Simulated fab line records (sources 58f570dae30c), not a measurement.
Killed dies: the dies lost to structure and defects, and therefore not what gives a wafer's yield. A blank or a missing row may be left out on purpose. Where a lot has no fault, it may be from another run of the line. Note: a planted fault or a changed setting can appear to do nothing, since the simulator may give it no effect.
Matching of chambers + flow berkeley_cmos170 + UCB170_V2_CVD_00 on pecvd-01: 3 sister chambers
The step deposits SiO2 from TEOS/O2, target thk 2000 nm, time 250 s. 14 wafers are shown with their chamber, then 7 later ones without.

## WAFERS WITH THEIR CHAMBER
| wafer  | chamber | heater_power_w (W) |
|--------|---------|--------------------|
| L233.2 | 2       | 274                |
| L233.4 | 2       | 184                |
| L233.6 | 1       | 278                |
| L234.1 | 1       | 353                |
| L234.4 | 1       | 277                |
| L234.5 | 0       | 192                |
| L235.3 | 1       | 375                |
| L235.4 | 2       | 187                |
| L235.5 | 1       | 278                |
| L240.2 | 1       | 326                |
| L240.4 | 0       | 192                |
| L240.5 | 1       | 274                |
| L245.3 | 1       | 343                |
| L245.5 | 2       | 188                |

SIGNATURES (averages over the wafers above)
| reading        | chamber 0 | chamber 1 | chamber 2 | scatter within a chamber |
|----------------|-----------|-----------|-----------|--------------------------|
| heater_power_w | 192.00    | 313.00    | 208.25    | 39.9                     |
Rule: for each reading, subtract the chamber's mean from the wafer's reading, divide by that reading's scatter and square the result; add these up over the readings and take the root, which gives the wafer's distance from the chamber. If the next closest chamber is less than 2 further off than the closest, the wafer can't be placed; otherwise it belongs to the closest. The scatter is the square root of a quotient: the sum, over the shown wafers, of each reading's squared deviation from its chamber's mean, divided by wafers minus chambers.

## WAFERS WITHOUT THEIR CHAMBER
| wafer  | heater_power_w (W) |
|--------|--------------------|
| L245.6 | 273                |
| L249.4 | 190                |
| L249.5 | 275                |
| L249.6 | 184                |
| L255.3 | 242                |
| L255.4 | 187                |
| L255.6 | 194                |

## CHAMBER TAKEN BY EACH
| wafer  | from the rows above          | in truth |
|--------|------------------------------|----------|
| L245.6 | can't be placed: 1 or 2 or 0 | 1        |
| L249.4 | can't be placed: 0 or 2      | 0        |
| L249.5 | can't be placed: 1 or 2 or 0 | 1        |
| L249.6 | can't be placed: 0 or 2      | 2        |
| L255.3 | can't be placed: 2 or 0 or 1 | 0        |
| L255.4 | can't be placed: 0 or 2      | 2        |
| L255.6 | can't be placed: 0 or 2      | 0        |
Placed correctly: 0 of 7. Unplaceable from these rows: 7, with the true chamber sitting among the candidates in 7. Placed wrongly: 0.
